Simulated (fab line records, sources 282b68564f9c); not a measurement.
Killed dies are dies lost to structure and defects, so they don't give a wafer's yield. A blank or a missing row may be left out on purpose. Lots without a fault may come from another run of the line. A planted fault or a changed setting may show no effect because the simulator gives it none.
fab line records | flow rit_cmos
record lots=6 wafers=18 last_day=7
route steps=202 shown ACTIVE@11 FOX1@20 FOX2@23 NWELL@28 PWELL@39 WELLDRIVE@50 SILICIDE@161 M1@202
lots that met no fault: from a run of the same line without faults
start_h: hours from the record's first day to the start of the lot's first wafer shown | wait_h: hours since the lot's step before | " the same as in the row above | L1.1+2: a row that stands for several wafers | - no value, or no start given | * or withheld: withheld | < > ~ a bound
route shown NAME@n: a module of which the file shows steps, and the number in the route of the first | usual: mean/standard deviation of fault-free wafers | same: alike in all rows | chamber/n: place in a boat | sites: the reading at each site | _std_site: their standard deviation | _edge_site: outer sites' mean less inner sites' | radius_mm: how far each site lies from the wafer's centre | mask NAME#n: copy n | behind: the tool/chamber that last shaped the wafer | hold: why the lot was held/for how many hours/how that ended | device: the transistor (n, p or np) that didn't switch | end of line: the same wafers' tests at the end of the route | a step without rows: its recipe alone | killed: dies lost to structure and defects at the first sort, not the wafer's yield | map: a wafer's dies, x killed, . not, _ none there
set.NAME: the setting as run; set.NAME@STEP: as run at that earlier step | model.NAME: the simulator's own value behind a step, which no gauge read
lots at some steps of the route; a table a step, a row a wafer
services: from which hour (start_h, from the record's first day; less than 0 if before it) a tool's chamber was out of use, for how many hours, and why
## steps
# step RIT_ACTIVE_DEVELOP_10
# recipe resist=NOVOLAK develop_time_s=50 dev_temp_c=23
# step RIT_ACTIVE_CD_MEAS_11
# recipe target_cd_nm=1400
# usual cd_nm=1400.6/1.9
# columns lot.wafer tool chamber start_h wait_h cd_nm
L291.3 cd_sem-01 - 19.48 - 1398.3
L291.4 " - " " 1400.3
L291.5 " - " " 1399.6
L297.1 cd_sem-01 - 50.61 - 1398.8
L297.4 " - " " 1396.0
L297.5 " - " " 1398.0
L298.1 cd_sem-02 - 54.44 - 1402.0
L298.2 " - " " 1399.8
L298.3 " - " " 1400.3
L304.4 cd_sem-01 - 85.34 - 1400.8
L304.5 " - " " 1397.3
L304.6 " - " " 1397.7
L307.1 cd_sem-01 - 99.56 - 1402.5
L307.2 " - " " 1403.3
L307.4 " - " " 1403.5
L312.1 cd_sem-01 - 124.44 - 1400.7
L312.3 " - " " 1401.5
L312.6 " - " " 1402.0
# step RIT_ACTIVE_HARDBAKE_12
# recipe resist=NOVOLAK temp_c=140 time_s=60
# step RIT_ACTIVE_ETCH_13
# recipe stop_on=SiO2 chemistry=SF6 target=Si3N4 time_s=210 over_etch_frac=0.4 SF6_flow_sccm=200 pressure_mtorr=260 rf_w=125 target_depth_a=2100
# usual drypump_motor_current_A=5.8/0.41 oes_product_au=0.816/0.013 throttle_valve_pct=7.52/0.15
# columns lot.wafer tool chamber start_h wait_h drypump_motor_current_A oes_product_au rf_hours_counter_h throttle_valve_pct
L291.3 rie_diel-03 2 19.71 0.1 6.5 0.814 95 7.70
L291.4 " 0 " " 5.9 0.815 156 7.53
L291.5 " 0 " " 5.9 0.807 - 7.54
L297.1 rie_diel-02 2 50.88 0.1 6.1 0.808 4 7.46
L297.4 " 0 " " 5.0 0.819 75 7.51
L297.5 " 1 " " 6.2 0.836 - 7.66
L298.1 rie_diel-03 1 54.71 0.1 5.6 0.809 135 7.26
L298.2 " 2 " " 6.4 0.818 96 7.69
L298.3 " 3 " " 5.7 0.836 23 7.35
L304.4 rie_diel-03 2 85.58 0.1 6.5 0.836 96 7.70
L304.5 " 1 " " 5.6 0.821 - 7.23
L304.6 " 2 " " 6.4 0.839 - 7.72
L307.1 rie_diel-01 3 99.83 0.1 5.7 0.827 80 7.62
L307.2 " 0 " " 6.4 0.806 130 7.66
L307.4 " 1 " " 5.1 0.809 137 7.62
L312.1 rie_diel-03 1 124.93 0.1 5.6 0.810 136 7.23
L312.3 " 2 " " 6.5 0.830 97 7.69
L312.6 " 3 " " 5.7 0.843 - 7.36
# step RIT_ACTIVE_STRIP_14
# recipe chemistry=O2 time_s=180 resist=NOVOLAK platen_temp_c=withheld power_w=500 pressure_mtorr=4000 o2_flow_sccm=4000
# usual drypump_motor_current_A=6.02/0.19
# columns lot.wafer tool chamber start_h wait_h drypump_motor_current_A rf_hours_counter_h
L291.3 plasma_asher-03 0 19.90 0.1 5.92 -
L291.4 " 1 " " 6.27 -
L291.5 " 0 " " 5.89 -
L297.1 plasma_asher-03 1 51.02 0.1 6.28 41
L297.4 " 0 " " 5.89 -
L297.5 " 0 " " 5.86 -
L298.1 plasma_asher-01 1 54.84 0.1 6.12 42
L298.2 " 0 " " 5.91 42
L298.3 " 1 " " 6.15 -
L304.4 plasma_asher-01 1 85.77 0.1 6.16 -
L304.5 " 1 " " 6.14 -
L304.6 " 0 " " 5.93 -
L307.1 plasma_asher-03 0 99.97 0.1 5.89 47
L307.2 " 1 " " 6.25 47
L307.4 " 1 " " 6.25 -
L312.1 plasma_asher-02 0 125.07 0.1 5.96 49
L312.3 " 1 " " 5.71 -
L312.6 " 0 " " 5.97 -
# step RIT_ACTIVE_CD_MEAS_90
# recipe target_cd_nm=1400
# usual cd_nm=1400.7/1.9
# columns lot.wafer tool chamber start_h wait_h cd_nm
L291.3 cd_sem-01 - 20.06 0.1 1398.7
L291.4 " - " " 1400.4
L291.5 " - " " 1400.0
L297.1 cd_sem-02 - 51.19 0.1 1399.1
L297.4 " - " " 1396.0
L297.5 " - " " 1398.3
L298.1 cd_sem-01 - 55.02 0.1 1402.0
L298.2 " - " " 1400.0
L298.3 " - " " 1400.6
L304.4 cd_sem-01 - 85.95 0.1 1400.8
L304.5 " - " " 1397.5
L304.6 " - " " 1397.9
L307.1 cd_sem-01 - 100.14 0.1 1403.0
L307.2 " - " " 1402.9
L307.4 " - " " 1403.5
L312.1 cd_sem-02 - 125.24 0.1 1400.3
L312.3 " - " " 1401.3
L312.6 " - " " 1402.4
# step RIT_ACTIVE_CLEAN_15
# recipe chemistry=SC1 mix=3:3:50 time_s=600 temp_c=75
# step RIT_ACTIVE_CLEAN_16
# recipe chemistry=dHF dilution=50:1 time_s=30
# step RIT_ACTIVE_CLEAN_17
# recipe chemistry=SC2 mix=3:3:50 time_s=600 temp_c=75 dry=n2_spin
# step RIT_FOX1_OXIDATION_00
# recipe temp_c=1100 ambient=H2O target_thk_a=3507 p_h2o_torr=720 ox_time_s=1130
# step RIT_FOX1_THK_MEAS_01
# recipe reads=SiO2_of_FOX1_OXIDATION_00
# usual FOX1_OXIDE_THK=349/7.5
# columns lot.wafer tool chamber start_h wait_h FOX1_OXIDE_THK[nm]
L291.3 film_metro-03 - 21.84 0.0 347
L291.4 " - " " 343
L291.5 " - " " 345
L297.1 film_metro-04 - 53.37 0.0 358
L297.4 " - " " 351
L297.5 " - " " 352
L298.1 film_metro-04 - 57.01 0.0 348
L298.2 " - " " 349
L298.3 " - " " 346
L304.4 film_metro-02 - 87.72 0.0 356
L304.5 " - " " 361
L304.6 " - " " 360
L307.1 film_metro-03 - 101.96 0.0 342
L307.2 " - " " 339
L307.4 " - " " 349
L312.1 film_metro-04 - 127.06 0.0 363
L312.3 " - " " 356
L312.6 " - " " 361
# step RIT_FOX1_WET_ETCH_02
# recipe chemistry=BOE target_depth_nm=350 time_s=390 temp_c=21.5 dry=n2_spin dilution=10:1 target=SiO2
# step RIT_FOX2_OXIDATION_00
# recipe temp_c=1100 ambient=H2O target_thk_a=3507 p_h2o_torr=720 ox_time_s=1130
# usual spike_tc_centre_C=1103.6/1.5 spike_tc_load_C=1131.3/2 spike_tc_source_C=1124.9/2.1 tube_center_temp_C=1100/0.098 tube_center_temp_C_max=1102.8/0.5 zone_power_load_pct=44.2/1.2
# same ox_time_s=1130
# columns lot.wafer tool chamber start_h wait_h spike_tc_centre_C spike_tc_load_C spike_tc_source_C tube_center_temp_C tube_center_temp_C_max zone_power_load_pct model.SiO2_of_FOX2_OXIDATION_00.thk_nm
L291.3 furnace-03 0 22.00 0.0 1105.6 1129.8 1128.0 1099.9 1102.4 43.6 343.5
L291.4 " 0 " " 1103.8 1131.0 1125.3 1100 1102.3 42.9 344.1
L291.5 " 0 " " 1106.0 1128.3 1126.0 1100 1102.3 43.3 342.7
L297.1 furnace-01 0 53.54 0.0 1102.2 1131.0 1122.0 1100.1 1104.4 43.8 352.6
L297.4 " 0 " " 1101.7 1132.8 1121.9 1099.9 1102.3 44.5 354.4
L297.5 " 0 " " 1100.6 1131.8 1122.0 1100 1102.8 44.0 348.4
L298.1 furnace-01 0 57.18 0.0 1159.1 1190.9 1179.4 1157.1 1160.8 49.5 445.3
L298.2 " 0 " " 1160.0 1191.2 1180.5 1157.2 1159.9 48.9 447.8
L298.3 " 0 " " 1159.3 1190.6 1179.2 1157.1 1160.6 49.3 445.1
L304.4 furnace-01 0 88.73 0.8 1158.5 1190.4 1180.6 1157.2 1159.6 49.9 434.5
L304.5 " 0 " " 1158.4 1191.2 1180.2 1157.2 1159.8 49.7 439.7
L304.6 " 0 " " 1160.5 1192.9 1181.0 1157.2 1159.9 48.7 438.3
L307.1 furnace-03 0 102.14 0.0 1105.6 1128.6 1128.0 1100.1 1103.0 43.3 364.1
L307.2 " 0 " " 1105.7 1129.2 1127.9 1100.1 1102.4 43.7 354.3
L307.4 " 0 " " 1106.3 1131.4 1126.7 1099.9 1103.0 42.3 355.9
L312.1 furnace-02 0 128.07 0.8 1103.1 1134.3 1124.6 1100.1 1102.3 46.0 357.7
L312.3 " 0 " " 1104.5 1132.9 1125.0 1100.1 1102.7 45.7 348.9
L312.6 " 0 " " 1105.2 1133.2 1123.9 1100.1 1102.7 44.8 357.3
# step RIT_FOX2_THK_MEAS_01
# recipe reads=SiO2_of_FOX2_OXIDATION_00
# usual FOX2_OXIDE_THK=353/6
# columns lot.wafer tool chamber start_h wait_h FOX2_OXIDE_THK[nm]
L291.3 film_metro-04 - 23.33 0.0 343
L291.4 " - " " 344
L291.5 " - " " 343
L297.1 film_metro-04 - 54.86 0.0 353
L297.4 " - " " 354
L297.5 " - " " 349
L298.1 film_metro-01 - 58.50 0.0 445
L298.2 " - " " 448
L298.3 " - " " 445
L304.4 film_metro-04 - 90.07 0.0 435
L304.5 " - " " 440
L304.6 " - " " 438
L307.1 film_metro-03 - 103.45 0.0 364
L307.2 " - " " 354
L307.4 " - " " 356
L312.1 film_metro-04 - 129.38 0.0 358
L312.3 " - " " 349
L312.6 " - " " 357
# step RIT_FOX2_CLEAN_02
# recipe chemistry=dHF dilution=50:1 time_s=180
# step RIT_FOX2_WET_ETCH_03
# recipe chemistry=H3PO4 target=Si3N4 target_depth_nm=195 temp_c=165 time_s=2700
# step RIT_FOX2_THK_MEAS_90
# recipe reads=SiO2_of_FOX2_OXIDATION_00
# usual FIELD_OXIDE_LEFT_1_THK=326/6.1
# columns lot.wafer tool chamber start_h wait_h FIELD_OXIDE_LEFT_1_THK[nm]
L291.3 film_metro-01 - 24.21 0.0 316
L291.4 " - " " 317
L291.5 " - " " 315
L297.1 film_metro-01 - 55.73 0.0 326
L297.4 " - " " 327
L297.5 " - " " 321
L298.1 film_metro-03 - 59.37 0.0 418
L298.2 " - " " 420
L298.3 " - " " 418
L304.4 film_metro-04 - 90.95 0.0 407
L304.5 " - " " 412
L304.6 " - " " 411
L307.1 film_metro-04 - 104.40 0.0 337
L307.2 " - " " 326
L307.4 " - " " 329
L312.1 film_metro-03 - 130.26 0.0 330
L312.3 " - " " 321
L312.6 " - " " 330
# step RIT_NWELL_HMDS_00
# recipe prime_time_s=60 prime_temp_c=140
# step RIT_NWELL_COAT_01
# recipe resist=NOVOLAK spin_rpm=2000 resist_thk_nm=1300
# step RIT_NWELL_SOFTBAKE_02
# recipe resist=NOVOLAK temp_c=90 time_s=60
# step RIT_NWELL_EXPOSE_03
# recipe mask_id=M2 na=0.57 target_cd_nm=43900 dose_mj=250
# step RIT_NWELL_PEB_04
# recipe resist=NOVOLAK temp_c=withheld time_s=withheld
# step RIT_NWELL_DEVELOP_05
# recipe resist=NOVOLAK develop_time_s=68 dev_temp_c=23
# step RIT_NWELL_OVL_MEAS_06
# usual NWELL_OVL=0.4/1.5
# columns lot.wafer tool chamber start_h wait_h NWELL_OVL[nm]
L291.3 overlay-01 - 25.26 - 0.1
L291.4 " - " " 0.5
L291.5 " - " " 1.6
L297.1 overlay-02 - 56.97 - -2.4
L297.4 " - " " -0.2
L297.5 " - " " -1.5
L298.1 overlay-01 - 60.44 - 0.6
L298.2 " - " " 0.0
L298.3 " - " " 0.5
L304.4 overlay-02 - 91.88 - 0.1
L304.5 " - " " 2.3
L304.6 " - " " 0.3
L307.1 overlay-01 - 105.34 - 1.5
L307.2 " - " " -0.4
L307.4 " - " " 1.1
L312.1 overlay-02 - 131.44 - -0.2
L312.3 " - " " 0.0
L312.6 " - " " 1.5
# step RIT_NWELL_HARDBAKE_07
# recipe resist=NOVOLAK temp_c=140 time_s=120
# step RIT_NWELL_IMPLANT_08
# recipe species=P energy_kev=170 dose_cm2=5e+13 tilt_deg=7
# step RIT_NWELL_STRIP_09
# recipe chemistry=O2 time_s=180 resist=NOVOLAK platen_temp_c=withheld power_w=500 pressure_mtorr=4000 o2_flow_sccm=4000
# usual drypump_motor_current_A=6.0/0.39
# columns lot.wafer tool chamber start_h wait_h drypump_motor_current_A rf_hours_counter_h
L291.3 plasma_asher-04 0 25.75 0.1 6.8 -
L291.4 " 1 " " 5.5 -
L291.5 " 1 " " 5.5 -
L297.1 plasma_asher-02 1 57.52 0.1 5.7 41
L297.4 " 1 " " 5.7 -
L297.5 " 1 " " 5.8 -
L298.1 plasma_asher-02 1 60.87 0.1 5.7 41
L298.2 " 0 " " 6.0 41
L298.3 " 0 " " 5.9 -
L304.4 plasma_asher-02 0 92.36 0.1 6.0 -
L304.5 " 0 " " 6.0 -
L304.6 " 1 " " 5.8 -
L307.1 plasma_asher-04 1 105.77 0.1 5.5 32
L307.2 " 0 " " 6.8 32
L307.4 " 1 " " 5.4 -
L312.1 plasma_asher-04 1 131.87 0.1 5.5 36
L312.3 " 1 " " 5.5 -
L312.6 " 0 " " 6.8 -
# step RIT_NWELL_TW_MEAS_10
# usual NWELL_TW=2110/16
# columns lot.wafer tool chamber start_h wait_h NWELL_TW
L291.3 film_metro-04 - 25.88 0.1 2084
L291.4 " - " " 2098
L291.5 " - " " 2089
L297.1 film_metro-04 - 57.70 0.1 2116
L297.4 " - " " 2114
L297.5 " - " " 2126
L298.1 film_metro-01 - 61.05 0.1 2096
L298.2 " - " " 2101
L298.3 " - " " 2087
L304.4 film_metro-02 - 92.50 0.1 2124
L304.5 " - " " 2133
L304.6 " - " " 2123
L307.1 film_metro-01 - 105.95 0.1 2080
L307.2 " - " " 2093
L307.4 " - " " 2088
L312.1 film_metro-01 - 132.05 0.1 2093
L312.3 " - " " 2100
L312.6 " - " " 2096
# step RIT_PWELL_HMDS_00
# recipe prime_time_s=60 prime_temp_c=140
# step RIT_PWELL_COAT_01
# recipe resist=NOVOLAK spin_rpm=2000 resist_thk_nm=1300
# step RIT_PWELL_SOFTBAKE_02
# recipe resist=NOVOLAK temp_c=90 time_s=60
# step RIT_PWELL_EXPOSE_03
# recipe mask_id=M3 na=0.57 target_cd_nm=43700 dose_mj=250
# step RIT_PWELL_PEB_04
# recipe resist=NOVOLAK temp_c=withheld time_s=withheld
# step RIT_PWELL_DEVELOP_05
# recipe resist=NOVOLAK develop_time_s=68 dev_temp_c=23
# step RIT_PWELL_OVL_MEAS_06
# usual PWELL_OVL=0.7/1.4
# columns lot.wafer tool chamber start_h wait_h PWELL_OVL[nm]
L291.3 overlay-01 - 26.96 - 2.9
L291.4 " - " " 2.1
L291.5 " - " " 1.6
L297.1 overlay-01 - 58.76 - 1.4
L297.4 " - " " 0.0
L297.5 " - " " 1.2
L298.1 overlay-01 - 62.11 - -1.3
L298.2 " - " " 0.8
L298.3 " - " " -2.6
L304.4 overlay-01 - 93.58 - -0.5
L304.5 " - " " -1.2
L304.6 " - " " 0.3
L307.1 overlay-02 - 106.89 - 1.4
L307.2 " - " " 1.0
L307.4 " - " " 1.7
L312.1 overlay-01 - 133.09 - 0.2
L312.3 " - " " 0.9
L312.6 " - " " 2.3
# step RIT_PWELL_HARDBAKE_07
# recipe resist=NOVOLAK temp_c=140 time_s=120
# step RIT_PWELL_IMPLANT_08
# recipe species=B energy_kev=170 dose_cm2=7e+13 tilt_deg=7
# step RIT_PWELL_STRIP_09
# recipe chemistry=O2 time_s=180 resist=NOVOLAK platen_temp_c=withheld power_w=500 pressure_mtorr=4000 o2_flow_sccm=4000
# usual drypump_motor_current_A=6.1/0.41
# columns lot.wafer tool chamber start_h wait_h drypump_motor_current_A rf_hours_counter_h
L291.3 plasma_asher-01 1 27.44 0.1 6.2 -
L291.4 " 0 " " 5.9 -
L291.5 " 1 " " 6.2 -
L297.1 plasma_asher-03 1 59.20 0.1 6.3 42
L297.4 " 0 " " 5.9 -
L297.5 " 0 " " 5.9 -
L298.1 plasma_asher-04 0 62.55 0.1 6.8 28
L298.2 " 1 " " 5.5 28
L298.3 " 0 " " 6.8 -
L304.4 plasma_asher-04 1 94.06 0.1 5.5 -
L304.5 " 1 " " 5.4 -
L304.6 " 0 " " 6.8 -
L307.1 plasma_asher-03 1 107.35 0.1 6.3 48
L307.2 " 0 " " 5.9 48
L307.4 " 1 " " 6.3 -
L312.1 plasma_asher-04 0 133.53 0.1 6.8 37
L312.3 " 1 " " 5.5 -
L312.6 " 0 " " 6.8 -
# step RIT_PWELL_TW_MEAS_10
# usual PWELL_TW=937/7.5
# columns lot.wafer tool chamber start_h wait_h PWELL_TW
L291.3 film_metro-02 - 27.58 0.1 945
L291.4 " - " " 942
L291.5 " - " " 949
L297.1 film_metro-02 - 59.37 0.1 947
L297.4 " - " " 943
L297.5 " - " " 945
L298.1 film_metro-02 - 62.72 0.1 944
L298.2 " - " " 946
L298.3 " - " " 945
L304.4 film_metro-02 - 94.21 0.1 944
L304.5 " - " " 947
L304.6 " - " " 946
L307.1 film_metro-04 - 107.53 0.1 932
L307.2 " - " " 931
L307.4 " - " " 931
L312.1 film_metro-04 - 133.70 0.1 935
L312.3 " - " " 937
L312.6 " - " " 933
# step RIT_WELLDRIVE_ANNEAL_00
# recipe temp_c=1100 time_s=14700 ambient=N2
# step RIT_WELLDRIVE_RS_MEAS_01
# recipe thk_meas_gauge=four-point-probe
# usual NWELL_RS=275.4/0.82
# columns lot.wafer tool chamber start_h wait_h NWELL_RS[ohm/sq]
L291.3 film_metro-04 - 33.43 0.0 276.3
L291.4 " - " " 275.8
L291.5 " - " " 275.7
L297.1 film_metro-04 - 64.52 0.0 274.7
L297.4 " - " " 275.3
L297.5 " - " " 275.2
L298.1 film_metro-04 - 68.70 0.0 275.2
L298.2 " - " " 275.1
L298.3 " - " " 275.1
L304.4 film_metro-04 - 99.38 0.1 275.8
L304.5 " - " " 276.1
L304.6 " - " " 276.5
L307.1 film_metro-01 - 112.67 0.0 276.1
L307.2 " - " " 276.4
L307.4 " - " " 276.6
L312.1 film_metro-04 - 138.85 0.0 274.6
L312.3 " - " " 274.5
L312.6 " - " " 275.3
# step RIT_WELLDRIVE_RS_MEAS_02
# recipe thk_meas_gauge=four-point-probe
# usual PWELL_RS=429.8/1.1
# columns lot.wafer tool chamber start_h wait_h PWELL_RS[ohm/sq]
L291.3 film_metro-04 - 33.55 0.1 429.9
L291.4 " - " " 429.7
L291.5 " - " " 429.2
L297.1 film_metro-04 - 64.64 0.1 428.6
L297.4 " - " " 429.0
L297.5 " - " " 428.3
L298.1 film_metro-04 - 68.82 0.1 430.7
L298.2 " - " " 430.2
L298.3 " - " " 429.4
L304.4 film_metro-04 - 99.50 0.1 430.1
L304.5 " - " " 431.5
L304.6 " - " " 431.2
L307.1 film_metro-01 - 112.79 0.1 431.2
L307.2 " - " " 431.1
L307.4 " - " " 429.3
L312.1 film_metro-04 - 138.97 0.1 431.4
L312.3 " - " " 430.9
L312.6 " - " " 432.4
# step RIT_FOX2_THK_MEAS_91
# recipe reads=SiO2_of_FOX2_OXIDATION_00
# usual FIELD_OXIDE_LEFT_2_THK=258/6.2
# columns lot.wafer tool chamber start_h wait_h FIELD_OXIDE_LEFT_2_THK[nm]
L291.3 film_metro-01 - 37.82 0.0 248
L291.4 " - " " 249
L291.5 " - " " 247
L297.1 film_metro-04 - 68.27 0.0 258
L297.4 " - " " 259
L297.5 " - " " 254
L298.1 film_metro-03 - 72.59 0.0 350
L298.2 " - " " 353
L298.3 " - " " 349
L304.4 film_metro-01 - 103.11 0.0 339
L304.5 " - " " 344
L304.6 " - " " 343
L307.1 film_metro-03 - 116.89 0.0 269
L307.2 " - " " 258
L307.4 " - " " 260
L312.1 film_metro-01 - 142.75 0.0 263
L312.3 " - " " 254
L312.6 " - " " 262
# step RIT_SILICIDE_WET_ETCH_00
# recipe chemistry=BOE target=SiO2 target_depth_nm=14 time_s=15 dry=n2_spin dilution=10:1 temp_c=21.5
# columns lot.wafer tool chamber start_h wait_h model.SiO2_of_FOX2_OXIDATION_00.thk_nm
L291.3 wet_bench-03 2 55.51 0.1 141.6
L291.4 " 2 " " 144.5
L291.5 " 2 " " 141.2
L297.1 wet_bench-02 1 87.52 0.1 152.2
L297.4 " 1 " " 154.1
L297.5 " 1 " " 148.2
L298.1 wet_bench-04 0 91.80 0.1 244.9
L298.2 " 0 " " 248.1
L298.3 " 0 " " 243.6
L304.4 wet_bench-03 0 121.27 0.0 234.9
L304.5 " 0 " " 239.7
L304.6 " 0 " " 237.7
L307.1 wet_bench-02 1 134.85 0.1 164.7
L307.2 " 1 " " 155.4
L307.4 " 1 " " 157
L312.1 wet_bench-04 3 160.80 0.1 156.1
L312.3 " 3 " " 148.5
L312.6 " 3 " " 157.1
# step RIT_M1_PROBE_99
# usual killed_at_M0_to_M3=0.0/0.18 killed_at_contacts=0.1/0.38 killed_at_front_end=6.9/2.9 killed_dies=7.1/3 killed_open=3.5/2.1 killed_short=3.5/2
# same gross_dies=264 killed_at_M4_up=0 killed_at_back_side=0 killed_at_other=0
# columns lot.wafer tool chamber start_h wait_h killed_at_M0_to_M3 killed_at_contacts killed_at_front_end killed_dies killed_open killed_short model.etest.pldd.width_nm model.etest.nldd.width_nm model.etest.pplus_sal.width_nm model.etest.nplus_sal.width_nm model.etest.pwell.rs_ohm_sq model.etest.nmos_narrow.drive_ua_um model.etest.pmos_narrow.drive_ua_um model.etest.field_n.vt_v
L291.3 prober-01 - 65.44 0.2 0 1 9 10 4 6 3187 3191 3471 3479 409.7 234.6 106.7 33.71
L291.4 prober-01 - 65.49 0.2 0 0 10 10 2 8 3198 3220 3490 3465 417.6 232.9 104.3 33.84
L291.5 prober-01 - 65.54 0.2 0 0 12 12 7 5 3194 3208 3474 3464 414.5 231.6 105.5 33.51
L297.1 prober-02 - 95.24 0.1 0 0 9 9 6 3 3166 3163 3444 3459 417.5 215 98.57 35.2
L297.4 prober-02 - 95.39 0.2 0 0 9 9 5 4 3176 3164 3435 3428 421.1 220 99.08 35.4
L297.5 prober-02 - 95.44 0.2 0 0 10 10 5 5 3162 3172 3431 3436 413.8 219.7 98.22 34.67
L298.1 prober-01 - 98.75 0.1 0 0 9 9 5 4 3046 3038 3368 3388 461.2 198.8 89.11 45.75
L298.2 prober-01 - 98.80 0.1 1 1 6 8 6 2 3026 3016 3362 3333 459.8 195.8 87.8 45.98
L298.3 prober-01 - 98.85 0.2 0 0 8 8 7 1 3037 3037 3365 3378 455.1 204.6 91.56 45.66
L304.4 prober-02 - 128.34 0.2 0 0 9 9 4 5 3061 3055 3378 3364 448.9 203.6 92.42 44.7
L304.5 prober-02 - 128.39 0.2 0 0 8 8 4 4 3030 3024 3357 3352 458.9 201.5 90.97 45.12
L304.6 prober-02 - 128.44 0.2 0 0 9 9 3 6 3020 3030 3359 3373 460.1 197.3 88.96 45.03
L307.1 prober-02 - 141.85 0.1 0 1 3 4 1 3 3157 3148 3438 3443 418.1 208.9 95.81 36.35
L307.2 prober-02 - 141.90 0.1 0 0 5 5 4 1 3189 3193 3430 3421 417.2 220.1 100.8 35.01
L307.4 prober-02 - 142.00 0.2 0 0 5 5 1 4 3190 3178 3429 3420 411.3 215.4 98.17 35.36
L312.1 prober-01 - 168.44 0.1 0 0 5 5 2 3 3152 3170 3442 3443 418.1 215.6 93.1 35.66
L312.3 prober-01 - 168.54 0.2 0 0 4 4 2 2 3180 3162 3447 3433 418.1 215.6 93.53 34.48
L312.6 prober-01 - 168.69 0.2 0 0 6 6 3 2 3162 3151 3435 3431 413 221.6 97.01 35.57
# killed by level:class
L291.3 GATE:geometric_particle:open=4 GATE:geometric_particle:short=4 FOX2:geometric_particle:short=1 CONTACT:geometric_particle:short=1
L291.4 SPACER:geometric_particle:short=4 FOX2:geometric_particle:short=3 FOX1:geometric_particle:short=1 GATE:geometric_particle:open=1 SPACER:geometric_particle:open=1
L291.5 GATE:geometric_particle:open=3 FOX1:geometric_particle:short=2 FOX2:geometric_particle:open=2 FOX1:geometric_particle:open=1 GATE:geometric_particle:short=1 REOX:geometric_particle:short=1 REOX:geometric_particle:open=1 SILICIDE:geometric_particle:short=1
L297.1 GATE:geometric_particle:short=2 REOX:geometric_particle:open=2 SPACER:geometric_particle:open=2 ACTIVE:geometric_particle:open=1 FOX1:geometric_particle:open=1 SPACER:geometric_particle:short=1
L297.4 GATE:geometric_particle:short=2 FOX1:geometric_particle:open=1 FOX2:geometric_particle:open=1 REOX:geometric_particle:open=1 SPACER:geometric_particle:short=1 SPACER:geometric_particle:open=1 SILICIDE:geometric_particle:open=1 SILICIDE:geometric_particle:short=1
L297.5 GATE:geometric_particle:short=3 FOX2:geometric_particle:open=2 FOX1:geometric_particle:open=1 GATE:geometric_particle:open=1 SPACER:geometric_particle:open=1 SPACER:geometric_particle:short=1 SILICIDE:geometric_particle:short=1
L298.1 GATE:geometric_particle:short=3 FOX2:geometric_particle:open=2 FOX1:geometric_particle:open=1 FOX1:geometric_particle:short=1 GATE:geometric_particle:open=1 REOX:geometric_particle:open=1
L298.2 GATE:geometric_particle:open=3 SPACER:geometric_particle:open=2 GATE:geometric_particle:short=1 CONTACT:geometric_particle:open=1 M1:geometric_particle:short=1
L298.3 GATE:geometric_particle:open=3 FOX2:geometric_particle:open=2 REOX:geometric_particle:open=1 SPACER:geometric_particle:short=1 SILICIDE:geometric_particle:open=1
L304.4 GATE:geometric_particle:open=2 REOX:geometric_particle:short=2 FOX2:geometric_particle:short=1 GATE:geometric_particle:short=1 SPACER:geometric_particle:short=1 SPACER:geometric_particle:open=1 SILICIDE:geometric_particle:open=1
L304.5 GATE:geometric_particle:short=3 SPACER:geometric_particle:open=3 FOX1:geometric_particle:short=1 GATE:geometric_particle:open=1
L304.6 FOX2:geometric_particle:short=4 GATE:geometric_particle:short=1 REOX:geometric_particle:short=1 REOX:geometric_particle:open=1 SPACER:geometric_particle:open=1 SILICIDE:geometric_particle:open=1
L307.1 GATE:geometric_particle:short=1 REOX:geometric_particle:short=1 SILICIDE:geometric_particle:short=1 CONTACT:geometric_particle:open=1
L307.2 GATE:geometric_particle:open=2 FOX1:geometric_particle:open=1 GATE:geometric_particle:short=1 REOX:geometric_particle:open=1
L307.4 FOX2:geometric_particle:short=1 GATE:geometric_particle:short=1 REOX:geometric_particle:short=1 REOX:geometric_particle:open=1 SPACER:geometric_particle:short=1
L312.1 FOX1:geometric_particle:short=2 FOX1:geometric_particle:open=1 GATE:geometric_particle:short=1 SPACER:geometric_particle:open=1
L312.3 FOX1:geometric_particle:open=2 FOX1:geometric_particle:short=1 GATE:geometric_particle:short=1
L312.6 GATE:geometric_particle:open=3 GATE:geometric_particle:short=2 NRETRO:coat_microbubble_printed=1
## services
# columns tool chamber start_h hours kind
furnace-03 - -4.06 2.2 pm
rie_diel-03 3 25.42 6.3 repair
wet_bench-04 - 26.05 0.9 repair
furnace-02 - 34.72 6.9 pm
wet_bench-03 - 44.06 2.1 repair
plasma_asher-03 - 45.70 3.9 repair
rie_diel-02 0 51.41 5.0 repair
rie_diel-02 1 53.56 2.0 repair
rie_diel-03 1 59.09 4.2 repair
furnace-02 - 60.70 3.0 pm
furnace-01 - 61.05 20.9 pm
rie_diel-03 2 61.72 3.1 repair
plasma_asher-04 - 67.36 4.3 pm
rie_diel-02 0 76.21 10.0 repair
furnace-01 - 81.95 3.4 pm
plasma_asher-01 - 86.36 44.0 repair
rie_diel-03 0 107.41 - clean
rie_diel-03 0 107.41 17.7 scheduled_down
rie_diel-01 - 120.40 0.3 repair
rie_diel-01 3 127.01 20.2 repair
plasma_asher-01 - 130.40 9.0 pm
rie_diel-01 0 133.54 6.1 repair
plasma_asher-03 - 142.21 2.9 repair
rie_diel-02 - 145.50 0.2 repair
## key
first_sign step=RIT_FOX2_OXIDATION_00 reading=tube_center_temp_C direction=up sigmas=99+ usual=* struck=*
effect step=RIT_FOX2_OXIDATION_00 reading=tube_center_temp_C_max direction=up sigmas=99+ usual=* struck=*
effect step=RIT_FOX2_THK_MEAS_01 reading=FOX2_OXIDE_THK direction=up sigmas=15 usual=353 struck=442
effect step=RIT_FOX2_THK_MEAS_90 reading=FIELD_OXIDE_LEFT_1_THK direction=up sigmas=15 usual=326 struck=414
effect step=RIT_FOX2_THK_MEAS_91 reading=FIELD_OXIDE_LEFT_2_THK direction=up sigmas=14 usual=258 struck=346
model_effect step=RIT_FOX2_OXIDATION_00 value=SiO2_of_FOX2_OXIDATION_00.thk_nm without=355 struck=441.8
model_effect step=RIT_SILICIDE_WET_ETCH_00 value=SiO2_of_FOX2_OXIDATION_00.thk_nm without=154.7 struck=241.5
model_effect step=RIT_M1_PROBE_99 value=etest.pldd.width_nm without=3168 struck=3037
met_at RIT_FOX2_OXIDATION_00
struck_wafers L298.1,L298.2,L298.3,L304.4,L304.5,L304.6
tester_left_out L298,L304
onset_between 53.54 57.18
fault kind=process_parameter_drift tool=furnace-01 chamber=- onset_h=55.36 steps=RIT_FOX2_OXIDATION_00 channel=temp_c offset=* shape=step end_h=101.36 acts_in=* stated=*
# tester_left_out: of these lots the tester's yield and bins aren't shown, on N5 and GAA mostly nor the transistor test; their killed dies are dies lost to structure and defects alone, not to doping, threshold or leakage, so they don't give the yield
